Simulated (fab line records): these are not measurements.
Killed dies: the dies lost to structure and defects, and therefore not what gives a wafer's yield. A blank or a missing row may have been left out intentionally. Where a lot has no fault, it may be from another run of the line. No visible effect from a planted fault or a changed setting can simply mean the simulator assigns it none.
A lot that was struck, set against a sound lot    flow berkeley cmos170    28 out of 331 route steps
Sound: the wafers L772.3, L772.4, L772.6. Wafers struck: L766.2, L766.3, L766.4. The cause comes at the end.
Each step with rows lists, per side, the tool, then ch with its chambers, then its first start. Under that, the readings that differ: sound wafers    struck wafers    difference of the means    sigmas: that difference in standard deviations of wafers without a fault.
alike: same words and numbers on both sides, and readings whose means sit less than 2 such deviations apart. not compared: any withheld reading, any reading some wafer has no value for, any bound like >300 that may hide the same value, and any number with overlapping values for which the record gives no deviation.
A row with sigmas, a row that says differs or no value, or rows on one side alone: a step with any of these is where the two part. Numbers that don't overlap but have no deviation are shown without sigmas and don't part them. Lack of a reading on every wafer of one side parts them only where that side has two or more wafers.

UCB170_PWELL_STRIP_16: strips in O2.
  sound on plasma asher-03 ch 0,1, day 7 16:54; struck on plasma asher-04 ch 0,1, day 6 08:13
  alike: drypump motor current A, oes product au, strip time to endpoint s
  not compared: rf hours counter h
UCB170_PWELL_TW_MEAS_17:
  struck on film metro-02, day 6 08:20; sound on film metro-03, day 7 16:59
  alike: PWELL_TW
then, 5 steps without rows for these wafers: UCB170_PWELL_CLEAN_18 (cleans in SPM, time 600 s); UCB170_PWELL_WET_ETCH_19 (etches Si3N4 in H3PO4, time 14400 s); UCB170_PWELL_WET_ETCH_20 (etches SiO2 in BOE, time 22 s); UCB170_WELLDRIVE_CLEAN_00 (cleans in SPM, time 600 s); UCB170_WELLDRIVE_OXIDATION_01 (target thk 199 nm, ox time 9000 s).
UCB170_WELLDRIVE_THK_MEAS_02:
  struck on film metro-03, day 6 20:33; sound on film metro-01, day 8 03:44
  alike: WELLDRIVE_OXIDE_THK
then, 4 steps without rows for these wafers: UCB170_WELLDRIVE_ANNEAL_03 (time 900 s); UCB170_WELLDRIVE_WET_ETCH_04 (etches SiO2 in BOE, time 120 s); UCB170_ACTIVE_CLEAN_00 (cleans in SPM, time 600 s); UCB170_ACTIVE_CLEAN_01 (cleans in dHF, time 60 s).
UCB170_ACTIVE_OXIDATION_02: target thk 26.4 nm, ox time 1260 s.
  sound on furnace-01 ch 0, day 8 14:24; struck on furnace-04 ch 0, day 7 11:53
UCB170_ACTIVE_THK_MEAS_03:
  struck on film metro-03, day 7 13:14; sound on film metro-04, day 8 15:46
reading                sound           struck          difference  sigmas
ACTIVE_OXIDE_THK (nm)  26.5 26.8 26.9  39.1 40.2 40.1  +13.1       +20
then, 2 steps without rows for these wafers: UCB170_ACTIVE_ANNEAL_04 (time 900 s); UCB170_ACTIVE_CVD_05 (deposits Si3N4 from SiH2Cl2/NH3, target thk 220 nm, time 3300 s).
UCB170_ACTIVE_THK_MEAS_06:
  struck on film metro-03, day 7 17:34; sound on film metro-04, day 8 23:26
  alike: ACTIVE_NITRIDE_THK
then, 6 steps without rows for these wafers: UCB170_ACTIVE_HMDS_07 (prime time 60 s); UCB170_ACTIVE_COAT_08 (resist thk 900 nm); UCB170_ACTIVE_SOFTBAKE_09 (time 60 s); UCB170_ACTIVE_EXPOSE_10 (exposes mask ACTIVE, target cd 1200 nm); UCB170_ACTIVE_PEB_11; UCB170_ACTIVE_DEVELOP_12 (develop time 45 s).
UCB170_ACTIVE_CD_MEAS_13: the cd target is 1200 nm.
  struck on cd sem-02, day 7 19:04; sound on cd sem-02, day 9 01:28
  alike: cd nm
UCB170_ACTIVE_OVL_MEAS_14:
  struck on overlay-02, day 7 19:11; sound on overlay-01, day 9 01:34
  alike: ACTIVE_OVL
UCB170_ACTIVE_ETCH_15: etches Si3N4 in CH3F/Ar/O2, stops on SiO2, target depth 242 nm, time 151 s.
  sound on rie diel-02 ch 0,1,3, day 9 01:35; struck on rie diel-03 ch 0,1,2, day 7 19:13
reading                                        sound              struck             difference  sigmas
model.SiO2_of_ACTIVE_OXIDATION_02.thk nm (nm)  22.86 22.83 22.95  35.46 36.35 36.62  +13.26      
  alike: drypump motor current A, oes product au, throttle valve pct
  not compared: rf hours counter h
UCB170_ACTIVE_STRIP_16: strips in O2.
  sound on plasma asher-03 ch 0,1, day 9 01:43; struck on plasma asher-02 ch 0,1, day 7 19:19
  alike: drypump motor current A, oes product au, strip time to endpoint s
  not compared: rf hours counter h
-- the record jumps here: 4 days lie between the struck wafers' starts before and after (it left off in module ACTIVE and takes up again in module M3, whose first step shown is number 331 of the route) --
UCB170_M3_PROBE_99:
  rows exist in the record for the struck wafers here (prober-01, day 11 17:29), but not for the sound ones

## WHERE THEY PART
Last at UCB170_M3_PROBE_99 as far as this record goes, first at UCB170_ACTIVE_THK_MEAS_03.

WHY: what the simulator had put in
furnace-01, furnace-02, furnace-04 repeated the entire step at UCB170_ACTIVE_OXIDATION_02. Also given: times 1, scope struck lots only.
